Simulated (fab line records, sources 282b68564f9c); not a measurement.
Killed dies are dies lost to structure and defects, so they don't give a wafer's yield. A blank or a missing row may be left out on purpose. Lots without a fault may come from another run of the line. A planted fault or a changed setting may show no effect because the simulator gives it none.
A struck lot beside a sound one | flow rit_cmos | 19 steps out of a route of 202
Sound: wafers L315.2, L315.3, L315.6. Struck: wafers L327.2, L327.4, L327.5. The cause comes at the end.
At each step with rows: each side's tool, then ch and its chambers, then its first start. Under that, the readings that differ: sound wafers | struck wafers | difference of the means | sigmas: that difference in standard deviations of wafers without a fault.
alike: readings whose means differ by less than 2 such deviations, and words and numbers that are the same on both sides. not compared: withheld readings, readings that some wafer has no value for, bounds like >300 that may hide the same value, and numbers for which the record gives no deviation and whose values overlap.
The two part at a step that has a row with sigmas, a row that says differs or no value, or rows on one side only. Numbers that don't overlap but have no deviation are shown without sigmas and don't part them. A reading that every wafer of one side lacks parts them only if that side has two wafers or more.

first, 1 step without rows for these wafers: RIT_SILICIDE_WET_ETCH_00 (etches SiO2 in BOE, target depth 14 nm, time 15 s).
RIT_SILICIDE_SPUTTER_01: material Ti, target thk 30 nm, time 240 s.
  sound on pvd_sputter-04, day 3 04:55; struck on pvd_sputter-01, day 6 11:02
  alike: throttle_valve_pct
RIT_SILICIDE_RS_MEAS_02: measures by four-point-probe.
  sound on film_metro-02, day 3 05:05; struck on film_metro-01, day 6 11:12
  alike: SILICIDE_TI_RS
RIT_SILICIDE_THK_MEAS_03: measures by xrf.
  sound on film_metro-02, day 3 05:12; struck on film_metro-01, day 6 11:19
  alike: SILICIDE_TI_THK
RIT_SILICIDE_RTA_04: time 10 s, ramp up 5 s, ramp down 5 s.
  sound on rtp_anneal-02 ch 0, day 3 05:16; struck on rtp_anneal-01 ch 0, day 6 11:22
  reading          | sound             | struck            | difference | sigmas
  wafer_temp_C_max | 652.1 652.6 652.2 | 654.2 653.3 654.4 | +1.7       | +2
  alike: chamber_o2_ppm
then, 1 step without rows for these wafers: RIT_SILICIDE_WET_ETCH_05 (etches Ti in SPM, time 120 s).
RIT_SILICIDE_RTA_06: time 10 s, ramp up 5 s, ramp down 10 s.
  sound on rtp_anneal-01 ch 0, day 3 05:22; struck on rtp_anneal-02 ch 0, day 6 11:29
  alike: chamber_o2_ppm, wafer_temp_C_max
RIT_CONTACT_CVD_00: deposits SiO2 from TEOS, target thk 400 nm, time 61 s.
  sound on pecvd-03 ch 0,1,2, day 3 05:25; struck on pecvd-03 ch 0,2, day 6 11:32
  alike: heater_power_w
RIT_CONTACT_THK_MEAS_01:
  sound on film_metro-03, day 3 05:29; struck on film_metro-04, day 6 11:36
  alike: CONTACT_TEOS_THK
then, 3 steps without rows for these wafers: RIT_CONTACT_HMDS_02 (prime time 60 s); RIT_CONTACT_COAT_03 (resist thk 1000 nm); RIT_CONTACT_SOFTBAKE_04 (time 60 s).
RIT_CONTACT_EXPOSE_05: exposes mask M11, target cd 1000 nm.
  sound on iline_stepper-01 ch 0, day 3 06:08; struck on iline_stepper-02 ch 0, day 6 12:16
  reading                         | sound                   | struck            | difference | sigmas
  model.CONTACT.overlay_x_nm (nm) | -0.6254 -0.6254 -0.6254 | 237.7 237.7 237.7 | +238.3     |
  alike: mask
then, 2 steps without rows for these wafers: RIT_CONTACT_PEB_06; RIT_CONTACT_DEVELOP_07 (develop time 120 s).
RIT_CONTACT_CD_MEAS_08: target cd 1000 nm.
  sound on cd_sem-02, day 3 06:38; struck on cd_sem-02, day 6 12:47
  alike: cd_nm
RIT_CONTACT_OVL_MEAS_09:
  sound on overlay-01, day 3 06:45; struck on overlay-01, day 6 12:53
  reading          | sound          | struck            | difference | sigmas
  CONTACT_OVL (nm) | -1.5 -1.0 -1.3 | 237.0 237.8 239.1 | +239.2     | +99 or more
then, 1 step without rows for these wafers: RIT_CONTACT_HARDBAKE_10 (time 60 s).
RIT_M1_PROBE_99:
  sound on prober-02, day 3 13:15; struck on prober-02, day 6 18:06
  reading                                                 | sound                | struck               | difference | sigmas
  model.etest.contact_to_gate.over_limit                  | 0 0 0                | 1 1 1                | +1         |
  model.etest.contact_to_gate.short                       | 0 0 0                | 1 1 1                | +1         |
  model.etest.nmos_0p15.junction_log10_a_um               | -13.55 -13.6 -13.63  | -12.89 -12.97 -12.78 | +0.71      |
  model.etest.nmos_narrow.off_log10_a_um                  | -13.16 -13.19 -13.25 | -12.83 -12.91 -12.69 | +0.39      |
  model.etest.nmos_0p3.off_log10_a_um                     | -12.87 -12.93 -12.88 | -12.78 -12.8 -12.65  | +0.15      |
  model.etest.gate_end_array.leak_log10_a_um              | -12.7 -12.81 -12.64  | -12.61 -12.45 -12.52 | +0.19      |
  model.etest.contact_diode_array.leak_log10_a (angstrom) | -9.488 -9.604 -9.477 | -9.422 -9.418 -9.223 | +0.169     |
  model.etest.pmos_0p15.junction_log10_a_um               | -13.87 -13.78 -13.8  | -13.62 -13.61 -13.54 | +0.23      |
  alike: killed_at_front_end, killed_dies, killed_open, killed_short

WHERE THEY PART
First at RIT_SILICIDE_RTA_04; last, within this record, at RIT_CONTACT_OVL_MEAS_09. Later steps at which nothing parts them and some readings are alike: RIT_M1_PROBE_99.

WHY: what the simulator had put in
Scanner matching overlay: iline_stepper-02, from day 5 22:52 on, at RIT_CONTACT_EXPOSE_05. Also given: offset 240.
